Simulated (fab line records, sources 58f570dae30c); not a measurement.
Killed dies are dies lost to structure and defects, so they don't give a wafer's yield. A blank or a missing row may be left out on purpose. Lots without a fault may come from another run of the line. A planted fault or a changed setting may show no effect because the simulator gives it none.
A sampling plan put to the test | flow berkeley_cmos170 | one fab line, 9 faults that these records tell of, each judged on the records of the lots that it struck
The plan is the line's own looks: the steps of the route at which a gauge or an inspection reads the wafer and doesn't change it. A look can be judged if struck wafers have a number there and the file gives its usual mean and standard deviation on fault-free wafers. Caught: at a look after the fault's first step, the mean of the struck wafers lies 4 or more of those standard deviations (sigma) from the usual mean. On the tool: the same test on the tool's own readings at the fault's steps. Another recipe on the struck wafers, or a record that is blank for them alone, also counts as caught.

THE FAULTS, as the simulator had put them in
1. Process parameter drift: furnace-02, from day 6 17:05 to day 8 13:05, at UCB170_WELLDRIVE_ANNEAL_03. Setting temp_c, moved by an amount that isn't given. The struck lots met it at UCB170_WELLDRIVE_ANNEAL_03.
2. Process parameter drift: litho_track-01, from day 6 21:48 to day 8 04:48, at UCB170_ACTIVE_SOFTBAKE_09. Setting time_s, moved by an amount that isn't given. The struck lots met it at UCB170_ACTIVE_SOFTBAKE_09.
3. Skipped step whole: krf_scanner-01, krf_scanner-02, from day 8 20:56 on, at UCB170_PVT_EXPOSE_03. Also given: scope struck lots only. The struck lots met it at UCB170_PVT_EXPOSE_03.
4. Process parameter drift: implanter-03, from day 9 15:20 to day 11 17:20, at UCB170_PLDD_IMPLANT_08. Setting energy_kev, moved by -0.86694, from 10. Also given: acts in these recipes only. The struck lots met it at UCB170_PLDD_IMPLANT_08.
5. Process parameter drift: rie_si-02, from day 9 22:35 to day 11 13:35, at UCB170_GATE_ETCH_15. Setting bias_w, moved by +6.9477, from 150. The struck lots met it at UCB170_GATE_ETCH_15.
6. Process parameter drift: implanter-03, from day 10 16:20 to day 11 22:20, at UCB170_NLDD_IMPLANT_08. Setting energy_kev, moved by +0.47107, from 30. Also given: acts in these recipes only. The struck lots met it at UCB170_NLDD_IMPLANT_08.
7. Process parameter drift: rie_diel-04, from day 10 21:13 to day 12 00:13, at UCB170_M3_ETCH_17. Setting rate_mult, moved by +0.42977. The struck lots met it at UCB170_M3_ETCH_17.
8. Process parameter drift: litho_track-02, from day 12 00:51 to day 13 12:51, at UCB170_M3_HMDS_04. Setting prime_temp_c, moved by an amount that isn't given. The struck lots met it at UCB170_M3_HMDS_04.
9. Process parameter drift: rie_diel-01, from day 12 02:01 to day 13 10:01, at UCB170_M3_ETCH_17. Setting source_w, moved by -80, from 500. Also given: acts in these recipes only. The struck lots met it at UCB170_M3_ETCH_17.

WHAT THE PLAN SAW
fault | on the tool itself                  | first look that catches it                      | reading, sigma | median hours from its first step to that look | hours from the fault's start to the first struck lot there | judged looks passed uncaught
1     | spike_tc_load_C -33 sigma           | no look after it can be judged                  | -              | -                                             | -                                                          | 0
2     | run_length_s +99 or beyond sigma    | not the one look that can be judged after it    | -              | -                                             | -                                                          | 1
3     | no reading that can be judged       | no look after it can be judged                  | -              | -                                             | -                                                          | 0
4     | beam_energy_keV -99 or beyond sigma | not the one look that can be judged after it    | -              | -                                             | -                                                          | 1
5     | bias_w +14 sigma                    | no look after it can be judged                  | -              | -                                             | -                                                          | 0
6     | beam_energy_keV +46 sigma           | none of the 2 looks that can be judged after it | -              | -                                             | -                                                          | 2
7     | oes_product_au +14 sigma            | no look after it can be judged                  | -              | -                                             | -                                                          | 0
8     | prime_temp_c +44 sigma              | no look after it can be judged                  | -              | -                                             | -                                                          | 0
9     | rf_fwd_power_W -41 sigma            | no look after it can be judged                  | -              | -                                             | -                                                          | 0
A dash: the fault isn't caught, or these records don't give the number.

Caught at a look: 0 of 9. Caught on the tool: 8 of 9. By one or the other: 8 of 9.
Caught on the tool alone: faults 1, 2, 4, 5, 6, 7, 8, 9.
Caught by neither: fault 3.
